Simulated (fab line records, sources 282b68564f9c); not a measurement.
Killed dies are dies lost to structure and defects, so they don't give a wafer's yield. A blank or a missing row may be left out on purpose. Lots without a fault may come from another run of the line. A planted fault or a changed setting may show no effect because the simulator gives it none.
One fault seen from 2 desks | flow rit_cmos | each desk has only its own numbers; what lay behind them comes last

THE TOOL OWNER'S DESK: implanter-01
The tool's own readings at RIT_PSD_IMPLANT_08: means of the sampled wafers that have a number, for each lot that ran on this tool. A lot is out of limits, marked OUT, if its mean lies more than 4 standard deviations from the usual mean; the brackets give that distance.
Columns: A = beam_on_s at RIT_PSD_IMPLANT_08, usual 12.8 s; B = dose_ions_cm2 at RIT_PSD_IMPLANT_08, usual 5e+15
lot  | first seen here | A              | B
L472 | day 3 10:47     | 12.2           | 5e+15
L473 | day 3 15:52     | 12.3           | 5e+15
L475 | day 4 02:43     | 23.0 (+13) OUT | 1e+16 (+99 or more) OUT
L481 | day 5 08:07     | 23.9 (+14) OUT | 1e+16 (+99 or more) OUT
L494 | day 7 20:53     | 12.2           | 5e+15
This desk's finding: out of limits on L475, L481; first on L475, day 4 02:43 (beam_on_s at RIT_PSD_IMPLANT_08). In limits: L472, L473, L494.

THE METROLOGY DESK
What the gauges read, lot by lot, whatever tool the lot ran on: means of the sampled wafers that have a number. A lot is out of limits, marked OUT, if its mean lies more than 4 standard deviations from the usual mean; the brackets give that distance.
Columns: A = PSD_TW at RIT_PSD_TW_MEAS_10, usual 3443; B = PSD_RS at RIT_SDANNEAL_RS_MEAS_04, usual 115.93 ohm/sq
lot  | first seen here | A               | B
L471 | day 3 07:08     | 3490            | 116.08
L472 | day 3 11:07     | 3395            | 115.90
L473 | day 3 16:11     | 3414            | 115.69
L474 | day 3 19:37     | 3386            | 116.20
L475 | day 4 03:03     | 3612 (+5.1) OUT | 108.29 (-29) OUT
L476 | day 4 08:19     | 3451            | 115.61
L481 | day 5 08:24     | 3591 (+4.5) OUT | 108.00 (-31) OUT
L484 | day 5 20:19     | 3433            | 115.98
L485 | day 6 03:20     | 3484            | 115.86
L487 | day 6 10:46     | 3401            | 115.96
L488 | day 6 16:38     | 3426            | 116.03
L492 | day 7 10:54     | 3458            | 116.17
L493 | day 7 19:43     | 3453            | 116.40
L494 | day 7 21:13     | 3457            | 115.76
This desk's finding: out of limits on L475, L481; first on L475, day 4 03:03 (PSD_TW at RIT_PSD_TW_MEAS_10). In limits: L471, L472, L473, L474, L476, L484, L485, L487, L488, L492, L493, L494.

PUT TOGETHER
The tool owner's desk could have raised an alarm at day 4 02:43, on L475, L481.
The metrology desk could have raised an alarm at day 4 03:03, on L475, L481.
Of the lots named, all ran RIT_PSD_IMPLANT_08 on implanter-01.

WHAT THE SIMULATOR HAD PUT IN
Process parameter drift: implanter-01, from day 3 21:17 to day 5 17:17, at RIT_PSD_IMPLANT_08. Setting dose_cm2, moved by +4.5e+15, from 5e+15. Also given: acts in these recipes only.
Lots struck among those shown: L475, L481.
Hours from the fault's start to each desk's first reading out of limits: the tool owner's desk, 5; the metrology desk, 6.
